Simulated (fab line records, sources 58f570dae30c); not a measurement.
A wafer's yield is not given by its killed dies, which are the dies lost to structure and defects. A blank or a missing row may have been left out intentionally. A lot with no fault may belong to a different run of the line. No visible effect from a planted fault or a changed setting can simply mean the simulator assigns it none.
2 desks looking at one fault / flow berkeley cmos170 / only its own numbers are on each desk; what lay behind them is given at the end

METROLOGY DESK
Lot by lot, what the gauges showed, no matter which tool ran the lot: averages of those sampled wafers that carry a number. Marked OUT: a lot whose mean sits more than 4 standard deviations from the usual mean, which makes it out of limits; the brackets give that distance.
Columns: A = FIELD_OXIDE_LEFT_1_THK at UCB170_FIELD_THK_MEAS_90, usual 439 nm
lot=L967; first seen here=day 4 13:49; A=432
lot=L968; first seen here=day 5 04:49; A=434
lot=L969; first seen here=day 5 04:49; A=446
lot=L970; first seen here=day 5 13:45; A=433
lot=L971; first seen here=day 6 00:49; A=439
lot=L972; first seen here=day 6 00:49; A=437
lot=L973; first seen here=day 6 00:50; A=445
lot=L974; first seen here=day 6 11:16; A=450
lot=L975; first seen here=day 6 21:19; A=425
lot=L983; first seen here=day 8 08:10; A=433
lot=L984; first seen here=day 8 14:28; A=430
lot=L985; first seen here=day 8 14:28; A=440
lot=L988; first seen here=day 9 16:47; A=446
lot=L989; first seen here=day 9 17:10; A=430
Result from this desk: across the 14 lots, nothing is out of limits.

AT THE TOOL OWNER'S DESK: rie metal-04
The tool's own readings at UCB170_M1_METAL_ETCH_12 (etches Al in Cl2/BCl3, stops on PSG, target depth 780 nm, time 130 s): means of the sampled wafers that have a number, for each lot that ran on this tool. Marked OUT: a lot whose mean sits more than 4 standard deviations from the usual mean, which makes it out of limits; the brackets give that distance.
Columns: A = chamber pressure mTorr at UCB170_M1_METAL_ETCH_12, usual 11.999 mTorr; B = drypump motor current A at UCB170_M1_METAL_ETCH_12, usual 5.8 A; C = mfc cl2 sccm at UCB170_M1_METAL_ETCH_12, usual 89.98 sccm; D = oes product au at UCB170_M1_METAL_ETCH_12, usual 0.850 a.u.; E = throttle valve pct at UCB170_M1_METAL_ETCH_12, usual 24.5 %
lot=L967; first seen here=day 6 17:00; A=12.000; B=6.0; C=89.82; D=0.834; E=24.5
lot=L968; first seen here=day 7 05:24; A=11.994; B=6.0; C=89.95; D=0.838; E=24.5
lot=L973; first seen here=day 8 05:43; A=11.997; B=5.9; C=90.10; D=0.851; E=24.4
lot=L975; first seen here=day 9 04:12; A=12.003; B=6.0; C=90.20; D=0.856; E=24.3
lot=L983; first seen here=day 10 13:17; A=17.996 (+99 or more) OUT; B=6.0; C=89.87; D=0.855; E=24.4
lot=L984; first seen here=day 10 19:01; A=18.002 (+99 or more) OUT; B=6.0; C=90.19; D=0.839; E=24.4
This desk's finding: out of limits on L983, L984; first on L983, day 10 13:17 (chamber pressure mTorr at UCB170_M1_METAL_ETCH_12). In limits: L967, L968, L973, L975.

ALL TOGETHER
The tool owner's desk had the chance to raise an alarm at day 10 13:17 on L983, L984.
At the metrology desk, nothing out of limits was observed.
The metrology desk has L983, L984 on record, within its limits.
Of the lots named, all ran UCB170_M1_METAL_ETCH_12 on rie metal-04.

WHAT THE SIMULATOR HAD PUT IN
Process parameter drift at UCB170_M1_METAL_ETCH_12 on rie metal-04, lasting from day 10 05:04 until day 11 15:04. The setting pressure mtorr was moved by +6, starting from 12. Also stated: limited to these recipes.
Lots struck among those shown: L983, L984.
Hours from the fault's start to each desk's first reading out of limits: the tool owner's desk, 8.
